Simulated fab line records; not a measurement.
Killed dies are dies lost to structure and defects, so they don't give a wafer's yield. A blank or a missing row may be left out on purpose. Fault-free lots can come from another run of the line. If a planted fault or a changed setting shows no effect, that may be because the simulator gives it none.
A struck lot beside a sound one / flow rit_cmos / 15 steps out of a route of 202
Sound: these wafers, L112.3, L112.5, L112.6. The struck wafers were L101.1, L101.3, L101.4. The cause is named last.
Per side, at each step with rows, come the tool, then ch with its chambers, and then its first start. Under that, the readings that differ: sound wafers / struck wafers / difference of the means / sigmas: that difference in standard deviations of wafers without a fault.
alike: words and numbers the same on both sides, and readings whose means are apart by under 2 such deviations; not compared: readings that were withheld, readings missing a value for some wafer, numbers with overlapping values and no deviation given by the record, and bounds like >300 which may hide the same value.
The two part at a step that has a row with sigmas, a row that says differs or no value, or rows on one side only. Numbers that don't overlap but have no deviation are shown without sigmas and don't part them. A reading that every wafer of one side lacks parts them only if that side has two wafers or more.

RIT_ACTIVE_THK_MEAS_02:
  struck on film_metro-01, day 2 23:22; sound on film_metro-01, day 5 09:28
  alike: ACTIVE_OXIDE_THK
then, 1 step without rows for these wafers: RIT_ACTIVE_CVD_03 (deposits Si3N4 from SiH2Cl2/NH3, target thk 150 nm, time 1500 s).
RIT_ACTIVE_THK_MEAS_04:
  struck on film_metro-04, day 3 01:33; sound on film_metro-01, day 5 10:56
  alike: ACTIVE_NITRIDE_THK
then, 6 steps without rows for these wafers: RIT_ACTIVE_HMDS_05 (prime time 60 s); RIT_ACTIVE_COAT_06 (resist thk 1000 nm); RIT_ACTIVE_SOFTBAKE_07 (time 60 s); RIT_ACTIVE_EXPOSE_08 (exposes mask M1, target cd 1400 nm); RIT_ACTIVE_PEB_09; RIT_ACTIVE_DEVELOP_10 (develop time 50 s).
RIT_ACTIVE_CD_MEAS_11: the cd target is 1400 nm.
  struck on cd_sem-02, day 3 02:35; sound on cd_sem-01, day 5 12:00
  alike: cd_nm
then, 1 step without rows for these wafers: RIT_ACTIVE_HARDBAKE_12 (time 60 s).
RIT_ACTIVE_ETCH_13: etches Si3N4 in SF6, stops on SiO2, time 210 s, target depth 210 nm.
  sound on rie_diel-03 ch 1,2, day 5 12:14; struck on rie_diel-04 ch 0,2,3, day 3 02:52
  alike: drypump_motor_current_A, oes_product_au, throttle_valve_pct
  not compared: rf_hours_counter_h
RIT_ACTIVE_STRIP_14: strips in O2, time 180 s.
  sound on plasma_asher-04 ch 0,1, day 5 12:25; struck on plasma_asher-02 ch 0,1, day 3 02:59
  no value came back on the struck wafers for chamber_pressure_mTorr (mTorr), drypump_motor_current_A (A), o2_flow_sccm (sccm); on the sound wafers chamber_pressure_mTorr (mTorr) reads 4001 3999 3995
reading=model.NOVOLAK_of_ACTIVE_COAT_06.thk_nm (nm); sound=0 0 0; struck=654.7 665.8 654.9; difference=+658.5; sigmas=
  not compared: rf_hours_counter_h
RIT_ACTIVE_CD_MEAS_90: the cd target is 1400 nm.
  struck on cd_sem-01, day 3 03:10; sound on cd_sem-02, day 5 12:35
  alike: cd_nm
RIT_M1_PROBE_99:
  struck on prober-02, day 5 01:01; sound on prober-01, day 7 21:52
reading=killed_at_front_end; sound=5 15 7; struck=264 264 264; difference=+255; sigmas=+82
reading=killed_dies; sound=5 15 7; struck=264 264 264; difference=+255; sigmas=+80
reading=killed_on_rim; sound=0 0 1; struck=70 70 70; difference=+70; sigmas=+50
  alike: killed_at_contacts, killed_open, killed_short

## WHERE THEY PART
First at RIT_ACTIVE_STRIP_14; last, within this record, at RIT_M1_PROBE_99.

WHY: whatever the simulator had introduced
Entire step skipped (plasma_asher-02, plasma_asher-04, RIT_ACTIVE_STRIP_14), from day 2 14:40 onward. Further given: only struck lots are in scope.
